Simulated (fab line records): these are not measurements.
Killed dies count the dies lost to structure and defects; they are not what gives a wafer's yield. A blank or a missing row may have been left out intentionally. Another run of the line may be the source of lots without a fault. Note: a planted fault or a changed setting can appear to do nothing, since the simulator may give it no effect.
fab line records || flow ritCmos
[record] {"lots": 13, "wafers": 39, "lastDay": 7}
route steps=202 shown NWELL@37 NRETRO@63 M1@202
lots with no fault: from the same line, run without faults
startH: hours from the record's opening day to when the first of the lot's shown wafers began || waitH: time in hours since the lot's previous step || " the same as in the row above || L1.1+2: a single row standing in for several wafers || - no value present, or no start provided || * or withheld: withheld || < > ~ a bound
route shown NAME@n: a module of which the file shows steps, and the number in the route of the first || usual: mean and standard deviation over wafers with no fault || same: alike in all rows || chamber/n: place in a boat || sites: each site's reading || _std_site: standard deviation across them || _edge_site: inner sites' mean taken away from outer sites' mean || radiusMm: for every site, how far away it sits from the centre of the wafer || mask NAME#n: copy n || behind: the tool/chamber that last shaped the wafer || hold: why the lot went on hold/how many hours it stayed there/how the hold came to an end || device: names the non-switching transistor (n, p or np) || end of line: the tests these same wafers got at the end of their route || a step with no rows: only its recipe || killed: the dies lost at the first sort to structure and to defects; this is not the yield of the wafer || map: shows each die of a wafer: x if killed, . if not, _ if none is there
set.NAME: the setting as run; set.NAME@STEP: as run at that earlier step || model.NAME: the simulator's own value behind a step, which no gauge read
a sample of lots followed through the steps of the route, with each step as a table and each wafer as a row
services: a tool's chamber out of use, with start hour (startH, from the record's first day; less than 0 if before it), hours out, and reason
[[steps]]
[step RIT_NWELL_STRIP_09]
[recipe] {"chemistry": "O2", "timeS": 180, "resist": "NOVOLAK", "platenTempC": "withheld", "powerW": 500, "pressureMtorr": 4000, "o2FlowSccm": 4000}
[usual] {"drypumpMotorCurrentA": "5.4/0.59", "runLengthS": "208.17/0.27"}
{"lot.wafer": "L263.1", "tool": "plasmaAsher-02", "chamber": 1, "startH": 23.31, "waitH": 0.1, "drypumpMotorCurrentA": 6.0, "rfHoursCounterH": 38, "runLengthS": 208.16}
{"lot.wafer": "L263.4", "tool": "plasmaAsher-02", "chamber": 0, "startH": 23.31, "waitH": 0.1, "drypumpMotorCurrentA": 5.0, "rfHoursCounterH": "-", "runLengthS": 207.90}
{"lot.wafer": "L263.6", "tool": "plasmaAsher-02", "chamber": 1, "startH": 23.31, "waitH": 0.1, "drypumpMotorCurrentA": 6.0, "rfHoursCounterH": "-", "runLengthS": 207.93}
{"lot.wafer": "L264.2", "tool": "plasmaAsher-01", "chamber": 1, "startH": 26.56, "waitH": 0.1, "drypumpMotorCurrentA": 6.0, "rfHoursCounterH": 37, "runLengthS": 208.14}
{"lot.wafer": "L264.4", "tool": "plasmaAsher-01", "chamber": 1, "startH": 26.56, "waitH": 0.1, "drypumpMotorCurrentA": 6.0, "rfHoursCounterH": "-", "runLengthS": 208.37}
{"lot.wafer": "L264.6", "tool": "plasmaAsher-01", "chamber": 1, "startH": 26.56, "waitH": 0.1, "drypumpMotorCurrentA": 6.0, "rfHoursCounterH": "-", "runLengthS": 208.05}
{"lot.wafer": "L266.1", "tool": "plasmaAsher-01", "chamber": 1, "startH": 39.41, "waitH": 0.1, "drypumpMotorCurrentA": 6.0, "rfHoursCounterH": 38, "runLengthS": 208.19}
{"lot.wafer": "L266.4", "tool": "plasmaAsher-01", "chamber": 0, "startH": 39.41, "waitH": 0.1, "drypumpMotorCurrentA": 4.6, "rfHoursCounterH": "-", "runLengthS": 208.25}
{"lot.wafer": "L266.6", "tool": "plasmaAsher-01", "chamber": 0, "startH": 39.41, "waitH": 0.1, "drypumpMotorCurrentA": 4.6, "rfHoursCounterH": "-", "runLengthS": 208.14}
{"lot.wafer": "L268.3", "tool": "plasmaAsher-01", "chamber": 1, "startH": 48.72, "waitH": 0.1, "drypumpMotorCurrentA": 6.0, "rfHoursCounterH": "-", "runLengthS": 208.11}
{"lot.wafer": "L268.4", "tool": "plasmaAsher-01", "chamber": 0, "startH": 48.72, "waitH": 0.1, "drypumpMotorCurrentA": 4.7, "rfHoursCounterH": "-", "runLengthS": 208.69}
{"lot.wafer": "L268.6", "tool": "plasmaAsher-01", "chamber": 0, "startH": 48.72, "waitH": 0.1, "drypumpMotorCurrentA": 4.7, "rfHoursCounterH": "-", "runLengthS": 208.19}
{"lot.wafer": "L271.2", "tool": "plasmaAsher-02", "chamber": 0, "startH": 63.81, "waitH": 0.1, "drypumpMotorCurrentA": 5.0, "rfHoursCounterH": 43, "runLengthS": 207.95}
{"lot.wafer": "L271.3", "tool": "plasmaAsher-02", "chamber": 1, "startH": 63.81, "waitH": 0.1, "drypumpMotorCurrentA": 6.0, "rfHoursCounterH": "-", "runLengthS": 208.21}
{"lot.wafer": "L271.4", "tool": "plasmaAsher-02", "chamber": 0, "startH": 63.81, "waitH": 0.1, "drypumpMotorCurrentA": 5.0, "rfHoursCounterH": "-", "runLengthS": 208.10}
{"lot.wafer": "L272.1", "tool": "plasmaAsher-01", "chamber": 0, "startH": 68.31, "waitH": 0.1, "drypumpMotorCurrentA": 4.7, "rfHoursCounterH": 41, "runLengthS": 72.12}
{"lot.wafer": "L272.2", "tool": "plasmaAsher-01", "chamber": 1, "startH": 68.31, "waitH": 0.1, "drypumpMotorCurrentA": 6.0, "rfHoursCounterH": 41, "runLengthS": 72.16}
{"lot.wafer": "L272.3", "tool": "plasmaAsher-01", "chamber": 1, "startH": 68.31, "waitH": 0.1, "drypumpMotorCurrentA": 6.0, "rfHoursCounterH": "-", "runLengthS": 72.82}
{"lot.wafer": "L273.1", "tool": "plasmaAsher-02", "chamber": 1, "startH": 77.51, "waitH": 0.1, "drypumpMotorCurrentA": 6.0, "rfHoursCounterH": 44, "runLengthS": 208.30}
{"lot.wafer": "L273.2", "tool": "plasmaAsher-02", "chamber": 0, "startH": 77.51, "waitH": 0.1, "drypumpMotorCurrentA": 5.0, "rfHoursCounterH": 44, "runLengthS": 208.16}
{"lot.wafer": "L273.4", "tool": "plasmaAsher-02", "chamber": 0, "startH": 77.51, "waitH": 0.1, "drypumpMotorCurrentA": 5.0, "rfHoursCounterH": "-", "runLengthS": 207.62}
{"lot.wafer": "L280.2", "tool": "plasmaAsher-02", "chamber": 1, "startH": 107.90, "waitH": 0.1, "drypumpMotorCurrentA": 6.0, "rfHoursCounterH": 47, "runLengthS": 207.92}
{"lot.wafer": "L280.3", "tool": "plasmaAsher-02", "chamber": 1, "startH": 107.90, "waitH": 0.1, "drypumpMotorCurrentA": 6.0, "rfHoursCounterH": "-", "runLengthS": 208.04}
{"lot.wafer": "L280.6", "tool": "plasmaAsher-02", "chamber": 0, "startH": 107.90, "waitH": 0.1, "drypumpMotorCurrentA": 5.0, "rfHoursCounterH": "-", "runLengthS": 208.22}
{"lot.wafer": "L282.3", "tool": "plasmaAsher-01", "chamber": 1, "startH": 117.31, "waitH": 0.1, "drypumpMotorCurrentA": 6.0, "rfHoursCounterH": "-", "runLengthS": 208.31}
{"lot.wafer": "L282.4", "tool": "plasmaAsher-01", "chamber": 0, "startH": 117.31, "waitH": 0.1, "drypumpMotorCurrentA": 4.7, "rfHoursCounterH": "-", "runLengthS": 208.76}
{"lot.wafer": "L282.6", "tool": "plasmaAsher-01", "chamber": 0, "startH": 117.31, "waitH": 0.1, "drypumpMotorCurrentA": 4.7, "rfHoursCounterH": "-", "runLengthS": 208.15}
{"lot.wafer": "L283.1", "tool": "plasmaAsher-01", "chamber": 0, "startH": 123.07, "waitH": 0.1, "drypumpMotorCurrentA": 4.6, "rfHoursCounterH": 48, "runLengthS": 208.14}
{"lot.wafer": "L283.2", "tool": "plasmaAsher-01", "chamber": 1, "startH": 123.07, "waitH": 0.1, "drypumpMotorCurrentA": 5.9, "rfHoursCounterH": 48, "runLengthS": 208.10}
{"lot.wafer": "L283.4", "tool": "plasmaAsher-01", "chamber": 1, "startH": 123.07, "waitH": 0.1, "drypumpMotorCurrentA": 5.9, "rfHoursCounterH": "-", "runLengthS": 208.81}
{"lot.wafer": "L284.1", "tool": "plasmaAsher-01", "chamber": 0, "startH": 127.42, "waitH": 0.1, "drypumpMotorCurrentA": 4.7, "rfHoursCounterH": 49, "runLengthS": 208.20}
{"lot.wafer": "L284.5", "tool": "plasmaAsher-01", "chamber": 1, "startH": 127.42, "waitH": 0.1, "drypumpMotorCurrentA": 6.0, "rfHoursCounterH": "-", "runLengthS": 208.20}
{"lot.wafer": "L284.6", "tool": "plasmaAsher-01", "chamber": 0, "startH": 127.42, "waitH": 0.1, "drypumpMotorCurrentA": 4.6, "rfHoursCounterH": "-", "runLengthS": 208.44}
{"lot.wafer": "L285.2", "tool": "plasmaAsher-02", "chamber": 0, "startH": 131.24, "waitH": 0.1, "drypumpMotorCurrentA": 5.0, "rfHoursCounterH": 2, "runLengthS": 207.67}
{"lot.wafer": "L285.3", "tool": "plasmaAsher-02", "chamber": 0, "startH": 131.24, "waitH": 0.1, "drypumpMotorCurrentA": 5.0, "rfHoursCounterH": "-", "runLengthS": 207.82}
{"lot.wafer": "L285.4", "tool": "plasmaAsher-02", "chamber": 1, "startH": 131.24, "waitH": 0.1, "drypumpMotorCurrentA": 6.0, "rfHoursCounterH": "-", "runLengthS": 207.81}
{"lot.wafer": "L286.1", "tool": "plasmaAsher-01", "chamber": 1, "startH": 138.04, "waitH": 0.1, "drypumpMotorCurrentA": 6.0, "rfHoursCounterH": 51, "runLengthS": 208.78}
{"lot.wafer": "L286.2", "tool": "plasmaAsher-01", "chamber": 0, "startH": 138.04, "waitH": 0.1, "drypumpMotorCurrentA": 4.6, "rfHoursCounterH": 51, "runLengthS": 208.25}
{"lot.wafer": "L286.6", "tool": "plasmaAsher-01", "chamber": 1, "startH": 138.04, "waitH": 0.1, "drypumpMotorCurrentA": 6.0, "rfHoursCounterH": "-", "runLengthS": 208.43}
[step RIT_NRETRO_TW_MEAS_10]
[usual] {"NRETRO_TW": "1034/10"}
{"lot.wafer": "L263.1", "tool": "filmMetro-02", "chamber": "-", "startH": 32.42, "waitH": 0.1, "hold": "-", "NRETRO_TW": 1028}
{"lot.wafer": "L263.4", "tool": "filmMetro-02", "chamber": "-", "startH": 32.42, "waitH": 0.1, "hold": "-", "NRETRO_TW": 1024}
{"lot.wafer": "L263.6", "tool": "filmMetro-02", "chamber": "-", "startH": 32.42, "waitH": 0.1, "hold": "-", "NRETRO_TW": 1024}
{"lot.wafer": "L264.2", "tool": "filmMetro-04", "chamber": "-", "startH": 37.39, "waitH": 0.1, "hold": "-", "NRETRO_TW": 1046}
{"lot.wafer": "L264.4", "tool": "filmMetro-04", "chamber": "-", "startH": 37.39, "waitH": 0.1, "hold": "-", "NRETRO_TW": 1046}
{"lot.wafer": "L264.6", "tool": "filmMetro-04", "chamber": "-", "startH": 37.39, "waitH": 0.1, "hold": "-", "NRETRO_TW": 1053}
{"lot.wafer": "L266.1", "tool": "filmMetro-04", "chamber": "-", "startH": 49.97, "waitH": 0.1, "hold": "-", "NRETRO_TW": 1057}
{"lot.wafer": "L266.4", "tool": "filmMetro-04", "chamber": "-", "startH": 49.97, "waitH": 0.1, "hold": "-", "NRETRO_TW": 1053}
{"lot.wafer": "L266.6", "tool": "filmMetro-04", "chamber": "-", "startH": 49.97, "waitH": 0.1, "hold": "-", "NRETRO_TW": 1049}
{"lot.wafer": "L268.3", "tool": "filmMetro-03", "chamber": "-", "startH": 57.76, "waitH": 0.1, "hold": "-", "NRETRO_TW": 1023}
{"lot.wafer": "L268.4", "tool": "filmMetro-03", "chamber": "-", "startH": 57.76, "waitH": 0.1, "hold": "-", "NRETRO_TW": 1024}
{"lot.wafer": "L268.6", "tool": "filmMetro-03", "chamber": "-", "startH": 57.76, "waitH": 0.1, "hold": "-", "NRETRO_TW": 1021}
{"lot.wafer": "L271.2", "tool": "filmMetro-04", "chamber": "-", "startH": 72.74, "waitH": 0.1, "hold": "-", "NRETRO_TW": 1044}
{"lot.wafer": "L271.3", "tool": "filmMetro-04", "chamber": "-", "startH": 72.74, "waitH": 0.1, "hold": "-", "NRETRO_TW": 1047}
{"lot.wafer": "L271.4", "tool": "filmMetro-04", "chamber": "-", "startH": 72.74, "waitH": 0.1, "hold": "-", "NRETRO_TW": 1052}
{"lot.wafer": "L272.1", "tool": "filmMetro-02", "chamber": "-", "startH": 78.83, "waitH": 0.1, "hold": "awaitDispo/0.2h/release", "NRETRO_TW": 30}
{"lot.wafer": "L272.2", "tool": "filmMetro-02", "chamber": "-", "startH": 78.83, "waitH": 0.1, "hold": "awaitDispo/0.2h/release", "NRETRO_TW": 30}
{"lot.wafer": "L272.3", "tool": "filmMetro-02", "chamber": "-", "startH": 78.83, "waitH": 0.1, "hold": "awaitDispo/0.2h/release", "NRETRO_TW": 30}
{"lot.wafer": "L272.1", "tool": "filmMetro-02", "chamber": "-", "startH": 79.06, "waitH": 0.2, "hold": "-", "NRETRO_TW": 30}
{"lot.wafer": "L272.2", "tool": "filmMetro-02", "chamber": "-", "startH": 79.06, "waitH": 0.2, "hold": "-", "NRETRO_TW": 30}
{"lot.wafer": "L272.3", "tool": "filmMetro-02", "chamber": "-", "startH": 79.06, "waitH": 0.2, "hold": "-", "NRETRO_TW": 30}
{"lot.wafer": "L273.1", "tool": "filmMetro-02", "chamber": "-", "startH": 86.57, "waitH": 0.1, "hold": "-", "NRETRO_TW": 1022}
{"lot.wafer": "L273.2", "tool": "filmMetro-02", "chamber": "-", "startH": 86.57, "waitH": 0.1, "hold": "-", "NRETRO_TW": 1030}
{"lot.wafer": "L273.4", "tool": "filmMetro-02", "chamber": "-", "startH": 86.57, "waitH": 0.1, "hold": "-", "NRETRO_TW": 1019}
{"lot.wafer": "L280.2", "tool": "filmMetro-04", "chamber": "-", "startH": 117.18, "waitH": 0.1, "hold": "-", "NRETRO_TW": 1049}
{"lot.wafer": "L280.3", "tool": "filmMetro-04", "chamber": "-", "startH": 117.18, "waitH": 0.1, "hold": "-", "NRETRO_TW": 1042}
{"lot.wafer": "L280.6", "tool": "filmMetro-04", "chamber": "-", "startH": 117.18, "waitH": 0.1, "hold": "-", "NRETRO_TW": 1045}
{"lot.wafer": "L282.3", "tool": "filmMetro-02", "chamber": "-", "startH": 126.33, "waitH": 0.1, "hold": "-", "NRETRO_TW": 1033}
{"lot.wafer": "L282.4", "tool": "filmMetro-02", "chamber": "-", "startH": 126.33, "waitH": 0.1, "hold": "-", "NRETRO_TW": 1033}
{"lot.wafer": "L282.6", "tool": "filmMetro-02", "chamber": "-", "startH": 126.33, "waitH": 0.1, "hold": "-", "NRETRO_TW": 1029}
{"lot.wafer": "L283.1", "tool": "filmMetro-02", "chamber": "-", "startH": 131.95, "waitH": 0.1, "hold": "-", "NRETRO_TW": 1035}
{"lot.wafer": "L283.2", "tool": "filmMetro-02", "chamber": "-", "startH": 131.95, "waitH": 0.1, "hold": "-", "NRETRO_TW": 1033}
{"lot.wafer": "L283.4", "tool": "filmMetro-02", "chamber": "-", "startH": 131.95, "waitH": 0.1, "hold": "-", "NRETRO_TW": 1037}
{"lot.wafer": "L284.1", "tool": "filmMetro-03", "chamber": "-", "startH": 136.55, "waitH": 0.1, "hold": "-", "NRETRO_TW": 1029}
{"lot.wafer": "L284.5", "tool": "filmMetro-03", "chamber": "-", "startH": 136.55, "waitH": 0.1, "hold": "-", "NRETRO_TW": 1027}
{"lot.wafer": "L284.6", "tool": "filmMetro-03", "chamber": "-", "startH": 136.55, "waitH": 0.1, "hold": "-", "NRETRO_TW": 1026}
{"lot.wafer": "L285.2", "tool": "filmMetro-03", "chamber": "-", "startH": 139.97, "waitH": 0.1, "hold": "-", "NRETRO_TW": 1033}
{"lot.wafer": "L285.3", "tool": "filmMetro-03", "chamber": "-", "startH": 139.97, "waitH": 0.1, "hold": "-", "NRETRO_TW": 1032}
{"lot.wafer": "L285.4", "tool": "filmMetro-03", "chamber": "-", "startH": 139.97, "waitH": 0.1, "hold": "-", "NRETRO_TW": 1030}
{"lot.wafer": "L286.1", "tool": "filmMetro-04", "chamber": "-", "startH": 146.65, "waitH": 0.1, "hold": "-", "NRETRO_TW": 1046}
{"lot.wafer": "L286.2", "tool": "filmMetro-04", "chamber": "-", "startH": 146.65, "waitH": 0.1, "hold": "-", "NRETRO_TW": 1050}
{"lot.wafer": "L286.6", "tool": "filmMetro-04", "chamber": "-", "startH": 146.65, "waitH": 0.1, "hold": "-", "NRETRO_TW": 1047}
[step RIT_M1_PROBE_99]
[usual] {"defectLimitedYield": "97.3/1.1", "killed_at_M0_to_M3": "0.0/0.12", "killedAtContacts": "0.1/0.34", "killedAtFrontEnd": "7.0/2.9", "killedDies": "7.2/2.9", "killedOpen": "3.6/1.9", "killedShort": "3.5/2.1", "sort_bin_3_pad_short": "0.1/0.23", "sort_bin_5_function": "1.6/0.73", "sort_bin_6_memory": "1.0/0.67", "sortNPass": "256.8/2.9", "sortYieldPct": "97.3/1.1"}
[same] {"grossDies": 264, "killed_at_M4_up": 0, "killedAtBackSide": 0, "killedAtOther": 0}
{"lot.wafer": "L264.2", "tool": "prober-01", "chamber": "-", "startH": 67.48, "waitH": 0.1, "defectLimitedYield[%]": 97.0, "killed_at_M0_to_M3": 0, "killedAtContacts": 0, "killedAtFrontEnd": 8, "killedDies": 8, "killedOpen": 4, "killedShort": 4, "sort_bin_3_pad_short[%]": 0, "sort_bin_5_function[%]": 1.5, "sort_bin_6_memory[%]": 1.5, "sortNPass": 256.0, "sortYieldPct[%]": 97.0}
{"lot.wafer": "L264.4", "tool": "prober-01", "chamber": "-", "startH": 67.58, "waitH": 0.2, "defectLimitedYield[%]": 96.6, "killed_at_M0_to_M3": 0, "killedAtContacts": 0, "killedAtFrontEnd": 9, "killedDies": 9, "killedOpen": 4, "killedShort": 5, "sort_bin_3_pad_short[%]": 0, "sort_bin_5_function[%]": 1.9, "sort_bin_6_memory[%]": 1.5, "sortNPass": 255.0, "sortYieldPct[%]": 96.6}
{"lot.wafer": "L264.6", "tool": "prober-01", "chamber": "-", "startH": 67.68, "waitH": 0.2, "defectLimitedYield[%]": 97.7, "killed_at_M0_to_M3": 0, "killedAtContacts": 0, "killedAtFrontEnd": 6, "killedDies": 6, "killedOpen": 5, "killedShort": 1, "sort_bin_3_pad_short[%]": 0, "sort_bin_5_function[%]": 1.9, "sort_bin_6_memory[%]": 0.4, "sortNPass": 258.0, "sortYieldPct[%]": 97.7}
{"lot.wafer": "L266.1", "tool": "prober-01", "chamber": "-", "startH": 77.00, "waitH": 0.1, "defectLimitedYield[%]": 96.6, "killed_at_M0_to_M3": 0, "killedAtContacts": 0, "killedAtFrontEnd": 9, "killedDies": 9, "killedOpen": 4, "killedShort": 5, "sort_bin_3_pad_short[%]": 0.4, "sort_bin_5_function[%]": 1.5, "sort_bin_6_memory[%]": 1.5, "sortNPass": 255.0, "sortYieldPct[%]": 96.6}
{"lot.wafer": "L266.4", "tool": "prober-01", "chamber": "-", "startH": 77.15, "waitH": 0.2, "defectLimitedYield[%]": 96.6, "killed_at_M0_to_M3": 0, "killedAtContacts": 0, "killedAtFrontEnd": 9, "killedDies": 9, "killedOpen": 5, "killedShort": 3, "sort_bin_3_pad_short[%]": 0, "sort_bin_5_function[%]": 3.0, "sort_bin_6_memory[%]": 0.4, "sortNPass": 255.0, "sortYieldPct[%]": 96.6}
{"lot.wafer": "L266.6", "tool": "prober-01", "chamber": "-", "startH": 77.25, "waitH": 0.2, "defectLimitedYield[%]": 95.1, "killed_at_M0_to_M3": 0, "killedAtContacts": 0, "killedAtFrontEnd": 13, "killedDies": 13, "killedOpen": 5, "killedShort": 8, "sort_bin_3_pad_short[%]": 0.4, "sort_bin_5_function[%]": 2.7, "sort_bin_6_memory[%]": 1.9, "sortNPass": 251.0, "sortYieldPct[%]": 95.1}
{"lot.wafer": "L283.1", "tool": "prober-01", "chamber": "-", "startH": 162.16, "waitH": 0.1, "defectLimitedYield[%]": 97.0, "killed_at_M0_to_M3": 0, "killedAtContacts": 0, "killedAtFrontEnd": 8, "killedDies": 8, "killedOpen": 6, "killedShort": 2, "sort_bin_3_pad_short[%]": 0, "sort_bin_5_function[%]": 2.3, "sort_bin_6_memory[%]": 0.8, "sortNPass": 256.0, "sortYieldPct[%]": 97.0}
{"lot.wafer": "L283.2", "tool": "prober-01", "chamber": "-", "startH": 162.21, "waitH": 0.1, "defectLimitedYield[%]": 98.1, "killed_at_M0_to_M3": 0, "killedAtContacts": 1, "killedAtFrontEnd": 4, "killedDies": 5, "killedOpen": 3, "killedShort": 2, "sort_bin_3_pad_short[%]": 0, "sort_bin_5_function[%]": 1.1, "sort_bin_6_memory[%]": 0.8, "sortNPass": 259.0, "sortYieldPct[%]": 98.1}
{"lot.wafer": "L283.4", "tool": "prober-01", "chamber": "-", "startH": 162.31, "waitH": 0.2, "defectLimitedYield[%]": 98.5, "killed_at_M0_to_M3": 0, "killedAtContacts": 0, "killedAtFrontEnd": 4, "killedDies": 4, "killedOpen": 2, "killedShort": 2, "sort_bin_3_pad_short[%]": 0, "sort_bin_5_function[%]": 0.8, "sort_bin_6_memory[%]": 0.8, "sortNPass": 260.0, "sortYieldPct[%]": 98.5}
{"lot.wafer": "L284.1", "tool": "prober-02", "chamber": "-", "startH": 164.37, "waitH": 0.1, "defectLimitedYield[%]": 99.6, "killed_at_M0_to_M3": 0, "killedAtContacts": 0, "killedAtFrontEnd": 1, "killedDies": 1, "killedOpen": 0, "killedShort": 1, "sort_bin_3_pad_short[%]": 0, "sort_bin_5_function[%]": 0, "sort_bin_6_memory[%]": 0.4, "sortNPass": 263.0, "sortYieldPct[%]": 99.6}
{"lot.wafer": "L284.5", "tool": "prober-02", "chamber": "-", "startH": 164.57, "waitH": 0.2, "defectLimitedYield[%]": 97.7, "killed_at_M0_to_M3": 0, "killedAtContacts": 0, "killedAtFrontEnd": 6, "killedDies": 6, "killedOpen": 2, "killedShort": 4, "sort_bin_3_pad_short[%]": 0, "sort_bin_5_function[%]": 1.9, "sort_bin_6_memory[%]": 0.4, "sortNPass": 258.0, "sortYieldPct[%]": 97.7}
{"lot.wafer": "L284.6", "tool": "prober-02", "chamber": "-", "startH": 164.62, "waitH": 0.2, "defectLimitedYield[%]": 98.5, "killed_at_M0_to_M3": 0, "killedAtContacts": 1, "killedAtFrontEnd": 3, "killedDies": 4, "killedOpen": 2, "killedShort": 2, "sort_bin_3_pad_short[%]": 0, "sort_bin_5_function[%]": 1.1, "sort_bin_6_memory[%]": 0.4, "sortNPass": 260.0, "sortYieldPct[%]": 98.5}
// killed by level:class
L264.2 GATE:geometricParticle:open=3 GATE:geometricParticle:short=3 REOX:geometricParticle:open=1 SILICIDE:geometricParticle:short=1
L264.4 REOX:geometricParticle:open=3 FOX1:geometricParticle:short=2 REOX:geometricParticle:short=2 GATE:geometricParticle:short=1 GATE:geometricParticle:open=1
L264.6 FOX1:geometricParticle:open=2 GATE:geometricParticle:open=2 FOX2:geometricParticle:open=1 FOX2:geometricParticle:short=1
L266.1 SPACER:geometricParticle:open=2 SILICIDE:geometricParticle:short=2 FOX1:geometricParticle:short=1 FOX2:geometricParticle:open=1 GATE:geometricParticle:short=1 SPACER:geometricParticle:short=1 SILICIDE:geometricParticle:open=1
L266.4 GATE:geometricParticle:open=2 FOX1:geometricParticle:short=1 FOX2:geometricParticle:open=1 FOX2:geometricParticle:short=1 GATE:geometricParticle:short=1 SPACER:geometricParticle:open=1 SILICIDE:geometricParticle:open=1 PLDD:coatMicrobubblePrinted=1
L266.6 SPACER:geometricParticle:short=4 SILICIDE:geometricParticle:short=4 SILICIDE:geometricParticle:open=2 FOX1:geometricParticle:open=1 REOX:geometricParticle:open=1 SPACER:geometricParticle:open=1
L283.1 FOX2:geometricParticle:open=2 ACTIVE:geometricParticle:open=1 FOX1:geometricParticle:short=1 GATE:geometricParticle:open=1 REOX:geometricParticle:open=1 SILICIDE:geometricParticle:open=1 SILICIDE:geometricParticle:short=1
L283.2 FOX1:geometricParticle:open=1 FOX2:geometricParticle:open=1 GATE:geometricParticle:open=1 REOX:geometricParticle:short=1 CONTACT:geometricParticle:short=1
L283.4 GATE:geometricParticle:short=1 GATE:geometricParticle:open=1 REOX:geometricParticle:short=1 REOX:geometricParticle:open=1
L284.1 GATE:geometricParticle:short=1
L284.5 GATE:geometricParticle:short=2 SILICIDE:geometricParticle:short=1 GATE:geometricParticle:open=1 REOX:geometricParticle:short=1 SPACER:geometricParticle:open=1
L284.6 FOX1:geometricParticle:open=1 REOX:geometricParticle:short=1 SILICIDE:geometricParticle:open=1 CONTACT:geometricParticle:short=1
[[services]]
{"tool": "plasmaAsher-02", "chamber": "-", "startH": 6.37, "hours": 3.7, "kind": "repair"}
{"tool": "plasmaAsher-02", "chamber": "-", "startH": 108.75, "hours": 9.0, "kind": "pm"}
{"tool": "plasmaAsher-02", "chamber": 0, "startH": 108.75, "hours": 9.0, "kind": "ventCycle"}
{"tool": "plasmaAsher-02", "chamber": 1, "startH": 108.75, "hours": 9.0, "kind": "ventCycle"}
{"tool": "plasmaAsher-02", "chamber": 0, "startH": 117.75, "hours": "-", "kind": "clean"}
{"tool": "plasmaAsher-02", "chamber": 1, "startH": 117.75, "hours": "-", "kind": "clean"}
[[key]]
[firstSign] {"step": "RIT_NWELL_STRIP_09", "reading": "runLengthS", "direction": "down", "sigmas": "99+", "usual": "*", "struck": "*"}
[effect] {"step": "RIT_NRETRO_TW_MEAS_10", "reading": "NRETRO_TW", "direction": "down", "sigmas": "99+", "usual": 1034, "struck": 30}
metAt RIT_NWELL_STRIP_09
struckLots L272
scrappedBehind RIT_NRETRO_TW_MEAS_10 L272.1,L272.2,L272.3
onsetBetween 48.72 68.31
[fault] {"kind": "stripAborted", "tool": "plasmaAsher-01", "chamber": "-", "onsetH": 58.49, "steps": "RIT_NWELL_STRIP_09", "offset": 0.6, "endH": 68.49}
